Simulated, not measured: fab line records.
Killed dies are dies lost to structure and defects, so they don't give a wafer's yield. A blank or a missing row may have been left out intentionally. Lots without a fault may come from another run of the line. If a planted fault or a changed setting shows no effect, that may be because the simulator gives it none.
The tool behind it: which one? :: flow berkeley-cmos170 :: Sampling: 7 lots, 21 wafers, 3 of 331 route steps

WHAT THE GAUGES SHOWED, per wafer
UCB170_NSD_TW_MEAS_10.
lot: L166
measured: day 6 22:08
on: film-metro-04
NSD_TW: 4216 4265 4253

lot: L168
measured: day 7 20:04
on: film-metro-01
NSD_TW: 4216 4239 4209

lot: L171
measured: day 8 12:43
on: film-metro-01
NSD_TW: 4221 4245 4228

lot: L173
measured: day 9 04:46
on: film-metro-04
NSD_TW: 4241 4267 4275

lot: L179
measured: day 10 06:14
on: film-metro-04
NSD_TW: 4240 4230 4260

lot: L181
measured: day 10 13:14
on: film-metro-02
NSD_TW: 4071 4054 4056

lot: L186
measured: day 11 18:11
on: film-metro-01
NSD_TW: 4179 4187 4183

EACH LOT AND THE TOOL THAT RAN IT (in order: tool; ch and the chambers of the sampled wafers; start)
lot: L166
UCB170_NSD_IMPLANT_08: implanter-02 ch 0, day 6 21:53
UCB170_NSD_STRIP_09: plasma-asher-01 ch 0,1, day 6 22:02

lot: L168
UCB170_NSD_IMPLANT_08: implanter-01 ch 0, day 7 19:49
UCB170_NSD_STRIP_09: plasma-asher-02 ch 0,1, day 7 19:58

lot: L171
UCB170_NSD_IMPLANT_08: implanter-03 ch 0, day 8 12:28
UCB170_NSD_STRIP_09: plasma-asher-01 ch 0,1, day 8 12:37

lot: L173
UCB170_NSD_IMPLANT_08: implanter-01 ch 0, day 9 04:33
UCB170_NSD_STRIP_09: plasma-asher-01 ch 0,1, day 9 04:41

lot: L179
UCB170_NSD_IMPLANT_08: implanter-03 ch 0, day 10 06:01
UCB170_NSD_STRIP_09: plasma-asher-03 ch 0,1, day 10 06:09

lot: L181
UCB170_NSD_IMPLANT_08: implanter-03 ch 0, day 10 12:59
UCB170_NSD_STRIP_09: plasma-asher-03 ch 0,1, day 10 13:08

lot: L186
UCB170_NSD_IMPLANT_08: implanter-01 ch 0, day 11 17:56
UCB170_NSD_STRIP_09: plasma-asher-03 ch 0,1, day 11 18:04
- UCB170_NSD_IMPLANT_08
- UCB170_NSD_STRIP_09: strips in O2.

THE ANSWER, worked out from the rows above alone
Rule: the usual values come from the lots themselves. The widest of any qualifying gaps counts: lots, ordered by their means at a reading, are off when they make up no more than a third of the lots, leave a main group of 4 or more, and stand apart from it by 3 or more times the standard deviation of that group's means. Not used: any main group whose means are identical at the precision the tables above print for the reading. A lot without any number at a reading at which 4 lots or more have one is off too. The other lots that the step has rows for count as sound.
Off: L181, seen at UCB170_NSD_TW_MEAS_10 (NSD_TW). The main group: mean 4231, standard deviation 25.
A tool fits if, at a process step before that reading, it ran every lot that is off, and no sound lot after the first of them. Those tools and the gauges at UCB170_NSD_TW_MEAS_10 are tried in the same way. This does not decide it: 2 tools fit, namely implanter-03 at UCB170_NSD_IMPLANT_08 and film-metro-02 at UCB170_NSD_TW_MEAS_10.

WHAT THE SIMULATOR HAD PUT IN
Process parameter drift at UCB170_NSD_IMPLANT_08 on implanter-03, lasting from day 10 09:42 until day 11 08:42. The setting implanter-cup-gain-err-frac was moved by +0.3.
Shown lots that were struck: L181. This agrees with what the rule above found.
